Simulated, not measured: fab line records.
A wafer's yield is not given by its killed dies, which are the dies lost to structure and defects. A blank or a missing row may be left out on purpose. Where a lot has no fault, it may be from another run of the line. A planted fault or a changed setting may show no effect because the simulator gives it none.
Split-lot study || flow rit cmos || route with 202 steps; 5 lots, 23 wafers read

THE SPLIT ITSELF
At RIT_NLDD_IMPLANT_08, the setting energy kev was moved away from the recipe's 20 on 10 of the 23 wafers read, by -4.5% to +4.0%. This setting was run at the recipe's value on the other wafers.

Reading taken at the split's own step.

THE READING
implant.drp nm (the simulator's own value, which no gauge read), in nm, at RIT_NLDD_IMPLANT_08. There is no usual value for it anywhere in the file.

{"wafer": "L075.1", "tool, chamber at the split": "implanter-02, 0", "energy kev as run": 20, "against the recipe": "recipe", "implant.drp nm, nm": 12.97, "against lot-mates on the recipe": "-"}
{"wafer": "L075.4", "tool, chamber at the split": "implanter-02, 0", "energy kev as run": 20, "against the recipe": "recipe", "implant.drp nm, nm": 12.97, "against lot-mates on the recipe": "-"}
{"wafer": "L075.6", "tool, chamber at the split": "implanter-02, 0", "energy kev as run": 20, "against the recipe": "recipe", "implant.drp nm, nm": 12.97, "against lot-mates on the recipe": "-"}
{"wafer": "L075.2", "tool, chamber at the split": "implanter-02, 0", "energy kev as run": 20.8, "against the recipe": "+4.0%", "implant.drp nm, nm": 13.28, "against lot-mates on the recipe": "+0.31"}
{"wafer": "L075.5", "tool, chamber at the split": "implanter-02, 0", "energy kev as run": 20.8, "against the recipe": "+4.0%", "implant.drp nm, nm": 13.28, "against lot-mates on the recipe": "+0.31"}
{"wafer": "L080.1", "tool, chamber at the split": "implanter-03, 0", "energy kev as run": 20, "against the recipe": "recipe", "implant.drp nm, nm": 12.97, "against lot-mates on the recipe": "-"}
{"wafer": "L080.5", "tool, chamber at the split": "implanter-03, 0", "energy kev as run": 20, "against the recipe": "recipe", "implant.drp nm, nm": 12.97, "against lot-mates on the recipe": "-"}
{"wafer": "L080.2", "tool, chamber at the split": "implanter-03, 0", "energy kev as run": 19.1, "against the recipe": "-4.5%", "implant.drp nm, nm": 12.61, "against lot-mates on the recipe": -0.36}
{"wafer": "L080.3", "tool, chamber at the split": "implanter-03, 0", "energy kev as run": 19.1, "against the recipe": "-4.5%", "implant.drp nm, nm": 12.61, "against lot-mates on the recipe": -0.36}
{"wafer": "L080.6", "tool, chamber at the split": "implanter-03, 0", "energy kev as run": 19.1, "against the recipe": "-4.5%", "implant.drp nm, nm": 12.61, "against lot-mates on the recipe": -0.36}
{"wafer": "L081.1", "tool, chamber at the split": "implanter-03, 0", "energy kev as run": 20, "against the recipe": "recipe", "implant.drp nm, nm": 12.97, "against lot-mates on the recipe": "-"}
{"wafer": "L081.2", "tool, chamber at the split": "implanter-03, 0", "energy kev as run": 20, "against the recipe": "recipe", "implant.drp nm, nm": 12.97, "against lot-mates on the recipe": "-"}
{"wafer": "L081.4", "tool, chamber at the split": "implanter-03, 0", "energy kev as run": 20, "against the recipe": "recipe", "implant.drp nm, nm": 12.97, "against lot-mates on the recipe": "-"}
{"wafer": "L081.5", "tool, chamber at the split": "implanter-03, 0", "energy kev as run": 20.77, "against the recipe": "+3.8%", "implant.drp nm, nm": 13.27, "against lot-mates on the recipe": "+0.30"}
{"wafer": "L081.6", "tool, chamber at the split": "implanter-03, 0", "energy kev as run": 20.77, "against the recipe": "+3.8%", "implant.drp nm, nm": 13.27, "against lot-mates on the recipe": "+0.30"}
{"wafer": "L084.1", "tool, chamber at the split": "implanter-02, 0", "energy kev as run": 20, "against the recipe": "recipe", "implant.drp nm, nm": 12.97, "against lot-mates on the recipe": "-"}
{"wafer": "L084.4", "tool, chamber at the split": "implanter-02, 0", "energy kev as run": 20, "against the recipe": "recipe", "implant.drp nm, nm": 12.97, "against lot-mates on the recipe": "-"}
{"wafer": "L084.3", "tool, chamber at the split": "implanter-02, 0", "energy kev as run": 19.22, "against the recipe": "-3.9%", "implant.drp nm, nm": 12.66, "against lot-mates on the recipe": -0.31}
{"wafer": "L084.5", "tool, chamber at the split": "implanter-02, 0", "energy kev as run": 19.22, "against the recipe": "-3.9%", "implant.drp nm, nm": 12.66, "against lot-mates on the recipe": -0.31}
{"wafer": "L084.6", "tool, chamber at the split": "implanter-02, 0", "energy kev as run": 19.22, "against the recipe": "-3.9%", "implant.drp nm, nm": 12.66, "against lot-mates on the recipe": -0.31}
{"wafer": "L085.3", "tool, chamber at the split": "implanter-01, 0", "energy kev as run": 20, "against the recipe": "recipe", "implant.drp nm, nm": 12.97, "against lot-mates on the recipe": "-"}
{"wafer": "L085.4", "tool, chamber at the split": "implanter-01, 0", "energy kev as run": 20, "against the recipe": "recipe", "implant.drp nm, nm": 12.97, "against lot-mates on the recipe": "-"}
{"wafer": "L085.5", "tool, chamber at the split": "implanter-01, 0", "energy kev as run": 20, "against the recipe": "recipe", "implant.drp nm, nm": 12.97, "against lot-mates on the recipe": "-"}

THE FIT
A straight line over all 23 wafers: implant.drp nm changes by +0.0789 nm for each +1% of energy kev; r = +1.00; the points scatter about the line by 0.0023 nm.
The same after taking each lot's own level away (the mean of its wafers on the recipe; 23 wafers): +0.0789 nm for each +1%; r = +1.00; scatter 0.0023 nm.
That fit puts the effect of the largest move of energy kev on the reading at 0.36 nm.
The lots' own levels span 12.970 to 12.970 nm.
So the lot-to-lot level changes the slope little: the two slopes agree.
Check: with one of the wafers moved furthest among these (-4.5%) left out of the fit, the line predicts -0.356 nm for it against its lot-mates. It came out at -0.36 nm against them.

OTHER SPLITS APPLIED TO THESE WAFERS
Other splits were also applied to these wafers ahead of the reading. Each is held against what the fit with the lots' levels taken away leaves over:
{"other split on the same wafers": "RIT_ACTIVE_OXIDATION_01 ox time s", "wafers away from the commonest value": 10, "r with implant.drp nm (lot level and that fit taken away)": -0.13}
{"other split on the same wafers": "RIT_FOX2_OXIDATION_00 ox time s", "wafers away from the commonest value": 15, "r with implant.drp nm (lot level and that fit taken away)": "+0.11"}
{"other split on the same wafers": "RIT_NWELL_COAT_01 spin rpm", "wafers away from the commonest value": 12, "r with implant.drp nm (lot level and that fit taken away)": "+0.08"}
{"other split on the same wafers": "RIT_NRETRO_IMPLANT_08 energy kev", "wafers away from the commonest value": 8, "r with implant.drp nm (lot level and that fit taken away)": "+0.07"}
{"other split on the same wafers": "RIT_GATE_CLEAN_02 time s", "wafers away from the commonest value": 18, "r with implant.drp nm (lot level and that fit taken away)": -0.17}

THE WHOLE CHAIN: every reading that the file lists as answering this split, in the file's order
{"step": "RIT_NLDD_IMPLANT_08", "what it does": "", "reading": "implant.rp nm (the simulator's own value, which no gauge read)", "change (the file's fit)": "+0.187 nm for each +1% of the setting", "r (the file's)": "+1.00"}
{"step": "RIT_NLDD_IMPLANT_08", "what it does": "", "reading": "implant.drp nm (the simulator's own value, which no gauge read)", "change (the file's fit)": "+0.0783 nm for each +1% of the setting", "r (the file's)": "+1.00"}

THE FILE'S OWN FIT
implant.drp nm changes by +0.0783 nm for each +1% of energy kev, r = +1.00.
